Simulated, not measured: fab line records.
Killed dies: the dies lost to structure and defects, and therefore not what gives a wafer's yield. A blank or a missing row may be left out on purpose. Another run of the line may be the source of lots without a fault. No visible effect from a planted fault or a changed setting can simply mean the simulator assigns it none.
Which tool is to blame? + flow berkeley-cmos170 + 36 wafers from 12 lots sampled at 2 of the route's 331 steps

WHAT THE GAUGES SHOWED, per wafer
UCB170_V1_CD_MEAS_12 targets a cd of 700 nm.
| lot  | measured     | on        | cd-nm (nm)        |
|------|--------------|-----------|-------------------|
| L696 | day 8 05:27  | cd-sem-01 | 699.4 700.2 699.0 |
| L697 | day 8 07:14  | cd-sem-02 | 698.8 700.3 698.9 |
| L698 | day 8 15:03  | cd-sem-01 | 698.7 700.4 700.6 |
| L709 | day 11 05:04 | cd-sem-01 | 702.1 701.4 701.3 |
| L711 | day 11 07:35 | cd-sem-01 | 700.5 700.5 700.8 |
| L710 | day 11 09:18 | cd-sem-01 | 704.3 703.1 704.0 |
| L715 | day 12 04:21 | cd-sem-02 | 702.2 701.3 702.1 |
| L712 | day 12 09:04 | cd-sem-01 | 699.0 699.2 699.3 |
| L714 | day 12 16:25 | cd-sem-02 | 698.8 699.1 700.3 |
| L713 | day 12 16:41 | cd-sem-02 | 700.9 698.9 700.3 |
| L719 | day 13 05:17 | cd-sem-02 | 702.6 702.1 701.9 |
| L718 | day 13 19:18 | cd-sem-01 | 699.0 700.1 700.4 |

UCB170_V1_OVL_MEAS_13.
| lot  | measured     | on         | V1_OVL (nm) |
|------|--------------|------------|-------------|
| L696 | day 8 05:32  | overlay-01 | -6 5 -2     |
| L697 | day 8 07:21  | overlay-02 | -8 -2 -1    |
| L698 | day 8 15:10  | overlay-02 | -7 -11 -14  |
| L709 | day 11 05:11 | overlay-02 | -12 -12 -15 |
| L711 | day 11 07:43 | overlay-01 | 6 4 2       |
| L710 | day 11 09:23 | overlay-02 | -12 -10 -8  |
| L715 | day 12 04:28 | overlay-02 | 4 -2 -3     |
| L712 | day 12 09:10 | overlay-01 | -13 -3 -6   |
| L714 | day 12 16:32 | overlay-02 | 2 4 2       |
| L713 | day 12 16:48 | overlay-02 | 2 1 7       |
| L719 | day 13 05:25 | overlay-01 | 12 9 4      |
| L718 | day 13 19:25 | overlay-02 | -15 -5 -9   |

WHAT TOOL EACH LOT RAN ON (gives the tool, then ch and the chambers of the sampled wafers, and finally the start)
No process step before these readings appears in the record.

AS READ BY THE TOOLS THEMSELVES (means over the sampled wafers that have a number; for cases with no such wafer, the mark the record gives instead)
The record holds no such reading with a usual standard deviation.

THE ANSWER, worked out from the rows above alone
Rule: usual is defined by the lots themselves. The widest of any qualifying gaps counts: lots, ordered by their means at a reading, are off when they make up no more than a third of the lots, leave a main group of 4 or more, and stand apart from it by 3 or more times the standard deviation of that group's means. A main group whose means are all the same, to the digits that the tables above print for the reading, isn't used. A lot without any number at a reading at which 4 lots or more have one is off too. Where the step has rows for the other lots, those lots are counted as sound. After the gauges, taken in route order, come the tools' own readings; for these a lot's mean is taken, as printed above. The first step at which some lot is off is used, and at that step the reading that is off furthest; a lot without a number counts as furthest.
Across all readings shown, no lot is off: no conclusion can be drawn from this.

WHAT THE SIMULATOR HAD INSERTED
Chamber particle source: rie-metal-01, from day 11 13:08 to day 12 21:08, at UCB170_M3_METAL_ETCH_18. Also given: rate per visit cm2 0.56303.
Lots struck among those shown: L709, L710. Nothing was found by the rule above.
